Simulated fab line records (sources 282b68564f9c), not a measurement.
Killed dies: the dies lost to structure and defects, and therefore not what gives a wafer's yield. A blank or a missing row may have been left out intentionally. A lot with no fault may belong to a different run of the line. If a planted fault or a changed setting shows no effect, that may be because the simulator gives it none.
fab line records | flow rit_cmos
record: lots: 6 | wafers: 18 | last_day: 7
route steps=202 shown NLDD@104 PLDD@114 M1@202
lots that met no fault: taken from a fault-free run of the same line
start_h: start of the lot's first displayed wafer, in hours after the record's first day | wait_h: how many hours have passed since the lot's step before this one | " repeats the value in the row above | L1.1+2: one row covering several wafers at once | - no value, or no start given | * or withheld: withheld | < > ~ a bound
route shown NAME@n: a module of which the file shows steps, and the number in the route of the first | usual: mean/standard deviation of fault-free wafers | same: alike in all rows | chamber/n: place in a boat | sites: readings site by site | _std_site: their standard deviation | _edge_site: the outer-site mean with the inner-site mean subtracted | radius_mm: for every site, how far away it sits from the centre of the wafer | mask NAME#n: copy n | behind: tool/chamber where the wafer was last shaped | hold: reason for holding the lot/hours on hold/outcome of the hold | device: transistor that didn't switch, given as n, p or np | end of line: the tests these same wafers got at the end of their route | a step without rows: its recipe alone | killed: count of dies lost to structure and defects at first sort (not the wafer's yield) | map: a wafer's dies, marking killed ones x, the rest . and places with no die _
set.NAME: the run value of the setting; set.NAME@STEP: its run value at that earlier step | model.NAME: the simulator's own value behind a step, which no gauge read
lots at selected steps of the route; one table per step, one row per wafer
services: from which hour (start_h, from the record's first day; less than 0 if before it) a tool's chamber was out of use, for how many hours, and why
== steps ==
step: RIT_NLDD_COAT_01
recipe: resist: NOVOLAK | spin_rpm: 3250 | resist_thk_nm: 1000
step: RIT_NLDD_SOFTBAKE_02
recipe: resist: NOVOLAK | temp_c: 90 | time_s: 60
step: RIT_NLDD_EXPOSE_03
recipe: mask_id: M7 | na: 0.57 | target_cd_nm: 40700 | dose_mj: 250
step: RIT_NLDD_PEB_04
recipe: resist: NOVOLAK | temp_c: withheld | time_s: withheld
step: RIT_NLDD_DEVELOP_05
recipe: resist: NOVOLAK | develop_time_s: 50 | dev_temp_c: 23
step: RIT_NLDD_OVL_MEAS_06
usual: NLDD_OVL: 0.2/1.5
lot.wafer | tool       | chamber | start_h | wait_h | NLDD_OVL[nm]
L402.1    | overlay-01 | -       | 58.11   | -      | -2.2
L402.4    | "          | -       | "       | "      | -2.3
L402.6    | "          | -       | "       | "      | -2.2
L407.1    | overlay-02 | -       | 85.46   | -      | 0.7
L407.3    | "          | -       | "       | "      | 2.7
L407.6    | "          | -       | "       | "      | 1.4
L414.2    | overlay-01 | -       | 118.25  | -      | -0.2
L414.3    | "          | -       | "       | "      | 0.1
L414.6    | "          | -       | "       | "      | -0.4
L416.1    | overlay-02 | -       | 132.62  | -      | 1.9
L416.2    | "          | -       | "       | "      | 1.3
L416.4    | "          | -       | "       | "      | 3.0
L421.2    | overlay-02 | -       | 154.31  | -      | -0.9
L421.5    | "          | -       | "       | "      | -0.6
L421.6    | "          | -       | "       | "      | -1.2
L422.1    | overlay-01 | -       | 159.58  | -      | 2.3
L422.2    | "          | -       | "       | "      | 2.5
L422.3    | "          | -       | "       | "      | 2.6
step: RIT_NLDD_HARDBAKE_07
recipe: resist: NOVOLAK | temp_c: 140 | time_s: 60
step: RIT_NLDD_IMPLANT_08
recipe: species: P | energy_kev: 20 | dose_cm2: 5.054e+14 | tilt_deg: 7
step: RIT_NLDD_STRIP_09
recipe: chemistry: O2 | time_s: 180 | resist: NOVOLAK | platen_temp_c: withheld | power_w: 500 | pressure_mtorr: 4000 | o2_flow_sccm: 4000
usual: chamber_pressure_mTorr: 4000/4.1 | drypump_motor_current_A: 5.46/0.17
lot.wafer | tool            | chamber | start_h | wait_h | chamber_pressure_mTorr | drypump_motor_current_A | rf_hours_counter_h
L402.1    | plasma_asher-04 | 0       | 58.45   | 0.1    | 3998                   | 5.27                    | 27
L402.4    | "               | 1       | "       | "      | 3998                   | 5.76                    | -
L402.6    | "               | 1       | "       | "      | 4003                   | 5.74                    | -
L407.1    | plasma_asher-03 | 0       | 85.80   | 0.1    | 3999                   | 5.56                    | 45
L407.3    | "               | 0       | "       | "      | 4004                   | 5.56                    | -
L407.6    | "               | 1       | "       | "      | 3999                   | 5.29                    | -
L414.2    | plasma_asher-04 | 0       | 118.58  | 0.1    | 4004                   | 5.26                    | 33
L414.3    | "               | 1       | "       | "      | 4005                   | 5.73                    | -
L414.6    | "               | 0       | "       | "      | 3999                   | 5.26                    | -
L416.1    | plasma_asher-03 | 1       | 132.95  | 0.1    | 4004                   | 5.29                    | 51
L416.2    | "               | 0       | "       | "      | 4001                   | 5.58                    | 51
L416.4    | "               | 0       | "       | "      | 3996                   | 5.54                    | -
L421.2    | plasma_asher-01 | 1       | 154.64  | 0.1    | 4006                   | 5.46                    | 4
L421.5    | "               | 1       | "       | "      | 3995                   | 5.48                    | -
L421.6    | "               | 0       | "       | "      | 3994                   | 5.42                    | -
L422.1    | plasma_asher-03 | 1       | 159.92  | 0.1    | 4004                   | 5.31                    | 53
L422.2    | "               | 0       | "       | "      | 3998                   | 5.52                    | 53
L422.3    | "               | 0       | "       | "      | 4003                   | 5.52                    | -
step: RIT_NLDD_TW_MEAS_10
usual: NLDD_TW: 2495/39
lot.wafer | tool          | chamber | start_h | wait_h | NLDD_TW
L402.1    | film_metro-03 | -       | 58.62   | 0.1    | 2510
L402.4    | "             | -       | "       | "      | 2520
L402.6    | "             | -       | "       | "      | 2516
L407.1    | film_metro-04 | -       | 85.97   | 0.1    | 2442
L407.3    | "             | -       | "       | "      | 2440
L407.6    | "             | -       | "       | "      | 2448
L414.2    | film_metro-04 | -       | 118.77  | 0.1    | 2433
L414.3    | "             | -       | "       | "      | 2437
L414.6    | "             | -       | "       | "      | 2438
L416.1    | film_metro-04 | -       | 133.13  | 0.1    | 2454
L416.2    | "             | -       | "       | "      | 2453
L416.4    | "             | -       | "       | "      | 2458
L421.2    | film_metro-03 | -       | 154.82  | 0.1    | 2517
L421.5    | "             | -       | "       | "      | 2531
L421.6    | "             | -       | "       | "      | 2527
L422.1    | film_metro-03 | -       | 160.09  | 0.1    | 2527
L422.2    | "             | -       | "       | "      | 2514
L422.3    | "             | -       | "       | "      | 2514
step: RIT_PLDD_HMDS_00
recipe: prime_time_s: 60 | prime_temp_c: 140
step: RIT_PLDD_COAT_01
recipe: resist: NOVOLAK | spin_rpm: 3250 | resist_thk_nm: 1000
step: RIT_PLDD_SOFTBAKE_02
recipe: resist: NOVOLAK | temp_c: 90 | time_s: 60
usual: heater_power_total_W: 34.56/0.045 | run_length_s: 89.19/0.12
lot.wafer | tool           | chamber | start_h | wait_h | heater_power_total_W | run_length_s
L402.1    | litho_track-03 | 0       | 58.98   | 0.1    | 34.55                | 89.00
L402.4    | "              | 0       | "       | "      | 34.63                | 89.11
L402.6    | "              | 0       | "       | "      | 34.57                | 89.12
L407.1    | litho_track-01 | 0       | 86.33   | 0.1    | 34.55                | 89.34
L407.3    | "              | 0       | "       | "      | 34.62                | 89.19
L407.6    | "              | 0       | "       | "      | 34.55                | 89.15
L414.2    | litho_track-03 | 0       | 119.36  | 0.1    | 35.57                | 83.41
L414.3    | "              | 0       | "       | "      | 35.57                | 83.51
L414.6    | "              | 0       | "       | "      | 35.67                | 83.26
L416.1    | litho_track-03 | 0       | 133.49  | 0.1    | 35.54                | 83.15
L416.2    | "              | 0       | "       | "      | 35.65                | 83.14
L416.4    | "              | 0       | "       | "      | 35.52                | 83.24
L421.2    | litho_track-01 | 0       | 155.20  | 0.1    | 34.59                | 89.07
L421.5    | "              | 0       | "       | "      | 34.56                | 89.27
L421.6    | "              | 0       | "       | "      | 34.59                | 89.23
L422.1    | litho_track-01 | 0       | 160.45  | 0.1    | 34.60                | 89.49
L422.2    | "              | 0       | "       | "      | 34.53                | 89.36
L422.3    | "              | 0       | "       | "      | 34.60                | 89.20
step: RIT_PLDD_EXPOSE_03
recipe: mask_id: M8 | na: 0.57 | target_cd_nm: 40900 | dose_mj: 250
step: RIT_M1_PROBE_99
usual: killed_at_contacts: 0.1/0.34 | killed_at_front_end: 6.6/2.7 | killed_dies: 6.7/2.7 | killed_open: 3.5/1.9 | killed_short: 3.1/1.8
same: gross_dies: 264 | killed_at_M0_to_M3: 0 | killed_at_M4_up: 0 | killed_at_back_side: 0 | killed_at_other: 0
lot.wafer | tool      | chamber | start_h | wait_h | killed_at_contacts | killed_at_front_end | killed_dies | killed_open | killed_short
L402.1    | prober-02 | -       | 73.60   | 0.1    | 0                  | 5                   | 5           | 1           | 4
L402.4    | prober-02 | -       | 73.75   | 0.2    | 0                  | 7                   | 7           | 4           | 3
L402.6    | prober-02 | -       | 73.85   | 0.2    | 0                  | 5                   | 5           | 2           | 3
L407.1    | prober-01 | -       | 101.52  | 0.1    | 0                  | 9                   | 9           | 5           | 4
L407.3    | prober-01 | -       | 101.62  | 0.2    | 0                  | 8                   | 8           | 3           | 5
L407.6    | prober-01 | -       | 101.77  | 0.2    | 0                  | 6                   | 6           | 4           | 2
L414.2    | prober-01 | -       | 135.79  | 0.1    | 0                  | 9                   | 9           | 4           | 5
L414.3    | prober-01 | -       | 135.84  | 0.2    | 0                  | 6                   | 6           | 3           | 3
L414.6    | prober-01 | -       | 135.99  | 0.2    | 0                  | 11                  | 11          | 7           | 4
L421.2    | prober-01 | -       | 170.06  | 0.1    | 1                  | 4                   | 5           | 3           | 2
L421.5    | prober-01 | -       | 170.21  | 0.2    | 0                  | 5                   | 5           | 2           | 3
L421.6    | prober-01 | -       | 170.26  | 0.2    | 0                  | 4                   | 4           | 3           | 1
killed by level:class
L402.1 SILICIDE:geometric_particle:short=2 GATE:geometric_particle:short=1 REOX:geometric_particle:short=1 SILICIDE:geometric_particle:open=1
L402.4 REOX:geometric_particle:open=3 FOX1:geometric_particle:short=2 GATE:geometric_particle:open=1 GATE:geometric_particle:short=1
L402.6 FOX1:geometric_particle:open=1 FOX1:geometric_particle:short=1 FOX2:geometric_particle:short=1 GATE:geometric_particle:open=1 SILICIDE:geometric_particle:short=1
L407.1 SPACER:geometric_particle:open=3 GATE:geometric_particle:short=2 FOX1:geometric_particle:open=1 FOX1:geometric_particle:short=1 REOX:geometric_particle:open=1 SPACER:geometric_particle:short=1
L407.3 GATE:geometric_particle:short=3 REOX:geometric_particle:open=2 FOX1:geometric_particle:short=1 GATE:geometric_particle:open=1 REOX:geometric_particle:short=1
L407.6 GATE:geometric_particle:open=2 FOX1:geometric_particle:short=1 FOX1:geometric_particle:open=1 GATE:geometric_particle:short=1 SILICIDE:geometric_particle:open=1
L414.2 SPACER:geometric_particle:open=2 SPACER:geometric_particle:short=2 FOX1:geometric_particle:open=1 FOX2:geometric_particle:open=1 GATE:geometric_particle:short=1 REOX:geometric_particle:short=1 SILICIDE:geometric_particle:short=1
L414.3 FOX1:geometric_particle:short=2 FOX1:geometric_particle:open=1 FOX2:geometric_particle:open=1 GATE:geometric_particle:open=1 SPACER:geometric_particle:short=1
L414.6 FOX1:geometric_particle:short=2 REOX:geometric_particle:open=2 SILICIDE:geometric_particle:open=2 FOX1:geometric_particle:open=1 FOX2:geometric_particle:open=1 SPACER:geometric_particle:open=1 SPACER:geometric_particle:short=1 SILICIDE:geometric_particle:short=1
L421.2 FOX2:geometric_particle:open=1 GATE:geometric_particle:open=1 GATE:geometric_particle:short=1 REOX:geometric_particle:short=1 CONTACT:geometric_particle:open=1
L421.5 SPACER:geometric_particle:short=2 GATE:geometric_particle:open=1 SPACER:geometric_particle:open=1 SILICIDE:geometric_particle:short=1
L421.6 FOX1:geometric_particle:short=1 REOX:geometric_particle:open=1 SPACER:geometric_particle:open=1 SILICIDE:geometric_particle:open=1
== services ==
tool            | chamber | start_h | hours | kind
plasma_asher-01 | -       | 105.73  | 1.2   | repair
plasma_asher-01 | -       | 108.75  | 9.0   | pm
plasma_asher-01 | 0       | 108.75  | 9.0   | vent_cycle
plasma_asher-01 | 1       | 108.75  | 9.0   | vent_cycle
plasma_asher-01 | 0       | 117.75  | -     | clean
plasma_asher-01 | 1       | 117.75  | -     | clean
== key ==
first_sign: step: RIT_PLDD_SOFTBAKE_02 | reading: run_length_s | direction: down | sigmas: 51 | usual: * | struck: *
effect: step: RIT_PLDD_SOFTBAKE_02 | reading: heater_power_total_W | direction: up | sigmas: 23 | usual: 34.56 | struck: 35.59
met_at RIT_PLDD_SOFTBAKE_02
struck_wafers L414.2,L414.3,L414.6,L416.1,L416.2,L416.4
tester_left_out L414,L416
onset_between 58.98 119.36
fault: kind: process_parameter_drift | tool: litho_track-03 | chamber: - | onset_h: 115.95 | steps: RIT_PLDD_SOFTBAKE_02 | channel: time_s | offset: * | shape: step | end_h: 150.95 | acts_in: * | stated: *
tester_left_out: of these lots the tester's yield and bins aren't shown, on N5 and GAA mostly nor the transistor test; their killed dies are dies lost to structure and defects alone, not to doping, threshold or leakage, so they don't give the yield
